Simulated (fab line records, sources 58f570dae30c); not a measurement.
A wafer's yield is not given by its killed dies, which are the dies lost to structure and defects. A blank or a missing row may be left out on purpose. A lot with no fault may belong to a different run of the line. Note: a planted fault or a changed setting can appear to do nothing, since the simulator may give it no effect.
Problem report, 8D (eight disciplines) form, completed by code :: flow berkeley_cmos170 :: the parts of the form that need people (team, actions taken, sign-off) are left out

== 1. WHAT IS WRONG ==
Mean of oes_product_au at UCB170_M2_STRIP_19: 0.687 a.u. across 4 wafers in 2 lots; on wafers with no fault it is 0.543 a.u. (standard deviation 0.013). Relative to the usual mean, that is a shift of +11 standard deviations.
The step: strips in O2.
First observed at day 10 05:05: wafer L875.2, on plasma_asher-01. At this step, 39 wafers from 13 lots have a number in the record. By rule, "out" or "out of limits" means more than 4 standard deviations away from the usual mean. Any other wafer with a number is counted as sound.

== 2. WHAT IT IS, WHAT IT ISN'T ==
question: which readings at this step
is: oes_product_au
is not: drypump_motor_current_A, o2_flow_sccm

question: which lots
is: L875, L879
is not: L866, L867, L868, L869, L871, L881, L882, L883, L887, L888, L889

question: which wafers of those lots
is: L875.2, L875.6, L879.2, L879.3
is not: L875.4, L879.1

question: read on which tools
is: plasma_asher-01
is not: plasma_asher-02, plasma_asher-04

question: when
is: from day 10 05:05
is not: up to then (16 sound wafers); but 19 sound wafers of L879, L881, L882, L883, L887, L888, L889 came after

== 3. SUSPECTS, AND WHAT RULES EACH OUT ==
Counting: if a tool at a process step up to the reading ran every lot that is out, it stays a suspect. Sound lots after the first of them don't rule it out here, since some wafers of a struck lot are sound.
- rie_metal-03 at UCB170_M2_METAL_ETCH_18 (etches Al in Cl2/BCl3, stops on SiO2, target depth 1170 nm, time 195 s): kept. It processed each lot that is out (first: L875, day 10 04:54); up to then, its last sound lot is L867 (day 8 22:22).
- plasma_asher-01 at UCB170_M2_STRIP_19 (strips in O2): kept. It processed each lot that is out (first: L875, day 10 05:05); up to then, its last sound lot is L871 (day 9 19:23). Its own readings are out on those wafers: oes_product_au.
- Within rie_metal-03 at UCB170_M2_METAL_ETCH_18: the wafers that are out ran in chamber 1; their sound lot-mates ran in chamber 0.
Left after counting: rie_metal-03 at UCB170_M2_METAL_ETCH_18, plasma_asher-01 at UCB170_M2_STRIP_19.

== 4. THE CAUSE (what the simulator had put in) ==
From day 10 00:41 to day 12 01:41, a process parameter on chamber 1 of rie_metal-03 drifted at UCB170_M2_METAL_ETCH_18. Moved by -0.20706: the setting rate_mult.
2 suspects survive the count, and this tool is in that group.

== 5. THE EFFECT CHAIN, in route order ==
One row per reading whose mean, taken over the struck wafers that have a number, lies over 3 standard deviations from the usual. Only readings for which the record gives a usual standard deviation are gone through. hours: the time from each lot's start at the first step in this table that gives one to its start at this step, as a median over the lots. sigmas: the change in usual standard deviations.
hours: 0
step: UCB170_M2_STRIP_19
reading: oes_product_au
usual: 0.543 a.u.
on struck wafers: 0.687
change: +0.144
sigmas: +11
It contains these process steps:
- UCB170_M2_STRIP_19: strips in O2.
At these later measuring or inspecting steps, every struck wafer for which the step has a row has a number for every such reading, and none has moved that far: UCB170_M2_CD_MEAS_90.

== 6. WHAT WOULD HAVE CAUGHT IT SOONER ==
4 hours passed between the start of the fault at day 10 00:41 and the first reading out of limits in this record, taken at day 10 05:05.
No tool reading at UCB170_M2_METAL_ETCH_18 that has a usual standard deviation in the record was out on any struck wafer, so an alarm limit of 4 standard deviations on those readings would not have fired.
L879, from the lots that are out (2), started UCB170_M2_METAL_ETCH_18 on rie_metal-03 later than day 10 05:05. Had the tool been put on hold then, it would have been spared.
